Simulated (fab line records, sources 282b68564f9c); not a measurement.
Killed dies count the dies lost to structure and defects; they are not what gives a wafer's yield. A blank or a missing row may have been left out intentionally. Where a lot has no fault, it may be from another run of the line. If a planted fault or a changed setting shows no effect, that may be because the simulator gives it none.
Struck lot and sound lot, side by side	flow ritCmos	19 steps out of a route of 202
Sound: these wafers, L567.1, L567.4, L567.6. Wafers L573.3, L573.4, L573.6 were the ones struck. The cause is named last.
Per side, at each step with rows, come the tool, then ch with its chambers, and then its first start. Under that, the readings that differ: sound wafers	struck wafers	difference of the means	sigmas: that difference in standard deviations of wafers without a fault.
alike: readings with means less than 2 such deviations apart, plus words and numbers identical on both sides. not compared: withheld readings, readings lacking a value on some wafer, bounds such as >300 that could conceal the same value, and numbers that have no deviation in the record and whose values overlap.
Wherever a step has rows on one side only, a row that says differs or no value, or a row with sigmas, the two part there. Numbers that don't overlap but have no deviation are shown without sigmas and don't part them. A reading missing from all wafers of one side parts the sides only when that side holds two or more wafers.

first, 1 step without rows for these wafers: RIT_GATE_CLEAN_04 (cleans in dHF, time 60 s).
RIT_FOX2_THK_MEAS_91:
  sound: filmMetro-04 at day 3 11:16; struck: filmMetro-01 at day 4 19:56
  alike: FIELD_OXIDE_LEFT_2_THK
then, 2 steps without rows for these wafers: RIT_GATE_OXIDATION_05 (target thk 3 nm, ox time 270 s); RIT_GATE_ANNEAL_06 (time 600 s).
RIT_GATE_THK_MEAS_07:
  sound: filmMetro-02 at day 3 15:08; struck: filmMetro-04 at day 4 23:50
  alike: GATE_OXIDE_THK
then, 1 step without rows for these wafers: RIT_GATE_CVD_08 (deposits poly-Si from SiH4, target thk 250 nm, time 2220 s).
RIT_GATE_THK_MEAS_09:
  sound: filmMetro-01 at day 3 16:49; struck: filmMetro-04 at day 5 01:30
  alike: GATE_POLY_THK
then, 5 steps without rows for these wafers: RIT_GATE_HMDS_10 (prime time 60 s); RIT_GATE_COAT_11 (resist thk 850 nm); RIT_GATE_SOFTBAKE_12 (time 60 s); RIT_GATE_EXPOSE_13 (exposes mask M6, target cd 150 nm); RIT_GATE_PEB_14.
RIT_GATE_DEVELOP_15: develop time 50 s.
  sound on lithoTrack-04 ch 0, day 3 17:00; struck on lithoTrack-04 ch 0, day 5 02:00
RIT_GATE_CD_MEAS_16 targets a cd of 150 nm.
  sound: cdSem-01 at day 3 17:43; struck: cdSem-02 at day 5 02:26
reading	sound	struck	difference	sigmas
cdNm (nm)	144.8 143.8 143.2	152.7 154.8 152.7	+9.5	+4
RIT_GATE_OVL_MEAS_17:
  sound: overlay-02 at day 3 17:50; struck: overlay-02 at day 5 02:31
  alike: GATE_OVL
then, 1 step without rows for these wafers: RIT_GATE_HARDBAKE_18 (time 60 s).
RIT_GATE_ETCH_19: etches poly-Si in SF6/CHF3/O2, stops on SiO2, time 165 s, target depth 312.5 nm.
  sound on rieSi-02 ch 0,1, day 3 18:02; struck on rieSi-02 ch 2,3, day 5 02:47
reading	sound	struck	difference	sigmas
oesProductAu (a.u.)	0.846 0.874 0.887	0.824 0.830 0.816	-0.046	-2
model.GATE.cdNm (nm)	145.2 144 143.1	152.4 154.6 152.5	+9.1	
  alike: O2_flow_sccm, SF6_flow_sccm, chamberPressureMTorr, drypumpMotorCurrentA, throttleValvePct
  not compared: rfHoursCounterH
RIT_GATE_STRIP_20: strips in O2, time 180 s.
  sound on plasmaAsher-04 ch 0, day 3 18:08; struck on plasmaAsher-04 ch 0,1, day 5 02:57
  alike: chamberPressureMTorr, drypumpMotorCurrentA
  not compared: rfHoursCounterH
RIT_M1_PROBE_99:
  sound: prober-02 at day 4 14:23; struck: prober-01 at day 6 00:22
reading	sound	struck	difference	sigmas
model.etest.nmos_0p15.driveUaUm	477.2 484.7 505.5	471.2 464.5 471.9	-19.9	
model.etest.npolyLine.lineOhmUm	179.1 179.1 180	165.8 159.1 163.4	-16.6	
model.etest.ppolyLine.lineOhmUm	170.8 172.3 172.8	155.3 153.3 154.7	-17.5	
model.etest.npolyLine.widthNm (nm)	96.24 95.28 95.32	104.9 107.3 105.5	+10.3	
model.etest.ppolyLine.widthNm (nm)	97.85 95.94 95.84	105.3 108.2 105.7	+9.9	
model.etest.ring.delayPs	26.36 26.18 25.14	27.27 27.86 27.42	+1.62	
  alike: killedAtContacts, killedAtFrontEnd, killedDies, killedOpen, killedShort
  not compared: model.etest.pmos_0p15.rOnOhmUm, model.etest.pmos_0p15.driveUaUm

WHERE THEY PART
First at RIT_GATE_CD_MEAS_16; last, within this record, at RIT_GATE_ETCH_19. Later steps at which nothing parts them and some readings are alike: RIT_GATE_STRIP_20, RIT_M1_PROBE_99.

WHY: the cause the simulator had injected
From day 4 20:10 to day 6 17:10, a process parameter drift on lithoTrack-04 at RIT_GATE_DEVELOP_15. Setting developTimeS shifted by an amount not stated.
